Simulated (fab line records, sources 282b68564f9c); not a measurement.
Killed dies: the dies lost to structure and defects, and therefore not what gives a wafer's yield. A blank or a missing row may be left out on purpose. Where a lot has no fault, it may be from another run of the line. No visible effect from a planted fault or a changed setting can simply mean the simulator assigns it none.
A sampling plan put to the test	flow ritCmos	each of the 6 faults these records tell of, on one fab line, judged from the records of the lots it struck
The plan is the line's own looks: the steps of the route at which a gauge or an inspection reads the wafer and doesn't change it. A look is open to judgement when struck wafers have a number at it and the file gives its usual mean and standard deviation on fault-free wafers. Caught: a look later than the fault's first step finds the struck wafers' mean 4 or more of those standard deviations (sigma) from the usual mean. On the tool: the same test on the tool's own readings at the fault's steps. If the struck wafers alone have a blank record, or they carry another recipe, that too counts as caught.

== THE FAULTS, as the simulator had put them in ==
1. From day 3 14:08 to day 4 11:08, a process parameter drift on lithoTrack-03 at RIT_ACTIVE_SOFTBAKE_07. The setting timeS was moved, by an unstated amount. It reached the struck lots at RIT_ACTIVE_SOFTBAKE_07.
2. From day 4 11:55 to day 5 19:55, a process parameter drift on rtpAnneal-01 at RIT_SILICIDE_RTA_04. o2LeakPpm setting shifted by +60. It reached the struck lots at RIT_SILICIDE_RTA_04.
3. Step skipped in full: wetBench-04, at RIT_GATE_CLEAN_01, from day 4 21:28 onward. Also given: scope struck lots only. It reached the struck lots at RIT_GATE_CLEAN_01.
4. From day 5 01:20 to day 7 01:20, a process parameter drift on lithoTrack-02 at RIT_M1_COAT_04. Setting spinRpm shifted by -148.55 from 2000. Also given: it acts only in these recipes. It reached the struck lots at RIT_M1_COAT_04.
5. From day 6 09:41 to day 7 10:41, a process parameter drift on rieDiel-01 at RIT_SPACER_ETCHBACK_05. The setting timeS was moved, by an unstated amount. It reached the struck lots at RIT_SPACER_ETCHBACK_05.
6. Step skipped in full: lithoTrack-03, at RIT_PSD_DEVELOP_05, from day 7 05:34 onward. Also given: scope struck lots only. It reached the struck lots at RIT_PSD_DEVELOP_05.

== WHAT THE PLAN SAW ==
fault	on the tool itself	first look that catches it	reading, sigma	median hours from its first step to that look	hours from the fault's start to the first struck lot there	judged looks passed uncaught
1	runLengthS -49 sigma	no look after it can be judged	-	-	-	0
2	chamberO2Ppm +99 or beyond sigma	no look after it can be judged	-	-	-	0
3	the tool's record is blank for the struck wafers	no look after it can be judged	-	-	-	0
4	spinSpeedRpm -99 or beyond sigma	no look after it can be judged	-	-	-	0
5	runLengthS +99 or beyond sigma	no look after it can be judged	-	-	-	0
6	the tool's record is blank for the struck wafers	no look after it can be judged	-	-	-	0
A dash: the fault isn't caught, or these records don't give the number.

Caught at a look: 0 of 6. Caught on the tool: 6 of 6. By one or the other: 6 of 6.
Faults caught by the tool alone: 1, 2, 3, 4, 5, 6.
